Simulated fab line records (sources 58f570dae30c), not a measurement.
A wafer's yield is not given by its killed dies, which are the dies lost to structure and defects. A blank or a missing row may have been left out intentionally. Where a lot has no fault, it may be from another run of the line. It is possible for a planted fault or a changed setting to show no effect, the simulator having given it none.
Matching of chambers | flow berkeley-cmos170 | 4 sister chambers for UCB170_V1_ETCH_14 on rie-diel-03
The step etches SiO2 in CHF3/CF4/Ar, stops on Al, target depth 1250 nm, time 291 s. 14 wafers are shown with their chamber, then 7 later ones without.

WAFERS, EACH WITH ITS CHAMBER
wafer  | chamber | drypump-motor-current-A (A) | throttle-valve-pct (%) | oes-product-au (a.u.)
L433.1 | 0       | 6.3                         | 6.99                   | 0.863
L433.3 | 2       | 5.2                         | 7.06                   | 0.885
L433.5 | 3       | 5.8                         | 7.19                   | 0.885
L435.2 | 3       | 5.8                         | 7.19                   | 0.875
L435.3 | 1       | 5.1                         | 7.05                   | 0.876
L435.5 | 2       | 5.2                         | 7.07                   | 0.874
L441.4 | 1       | 5.1                         | 7.05                   | 0.876
L441.5 | 1       | 5.1                         | 7.05                   | 0.886
L441.6 | 2       | 5.3                         | 7.07                   | 0.874
L446.1 | 2       | 5.3                         | 7.07                   | 0.877
L446.2 | 3       | 5.8                         | 7.19                   | 0.883
L446.6 | 2       | 5.3                         | 7.06                   | 0.877
L448.1 | 3       | 5.8                         | 7.20                   | 0.884
L448.3 | 1       | 5.1                         | 7.06                   | 0.881

SIGNATURES (means of the wafers above)
reading                 | chamber 0 | chamber 1 | chamber 2 | chamber 3 | scatter within a chamber
drypump-motor-current-A | 6.300     | 5.100     | 5.260     | 5.800     | 0.0346
throttle-valve-pct      | 6.9900    | 7.0525    | 7.0660    | 7.1925    | 0.0052
oes-product-au          | 0.86300   | 0.87975   | 0.87740   | 0.88175   | 0.00461
Rule: for a wafer and a chamber, the distance is found by dividing, reading by reading, the gap between the wafer's reading and the chamber's mean by the reading's scatter, squaring, summing and taking the root. If the next closest chamber is less than 2 further off than the closest, the wafer can't be placed; otherwise it belongs to the closest. How the scatter is found: for the shown wafers, subtract from each reading the mean of its chamber, square and add these, divide the total by (wafers less chambers), then take the root.

WAFERS WITHOUT THEIR CHAMBER
wafer  | drypump-motor-current-A (A) | throttle-valve-pct (%) | oes-product-au (a.u.)
L448.6 | 5.3                         | 7.06                   | 0.876
L449.2 | 6.3                         | 6.97                   | 0.868
L449.3 | 5.1                         | 7.06                   | 0.878
L449.6 | 6.3                         | 6.96                   | 0.865
L451.1 | 5.1                         | 7.07                   | 0.882
L451.2 | 5.8                         | 7.19                   | 0.882
L451.6 | 6.3                         | 6.97                   | 0.862

CHAMBER TAKEN BY EACH
wafer  | from the rows above     | in truth
L448.6 | 2                       | 2
L449.2 | 0                       | 0
L449.3 | 1                       | 1
L449.6 | 0                       | 0
L451.1 | can't be placed: 1 or 2 | 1
L451.2 | 3                       | 3
L451.6 | 0                       | 0
6 of 7 placed correctly. Not placeable from these rows: 1 (in 1, the candidates include the true chamber). 0 placed wrongly.
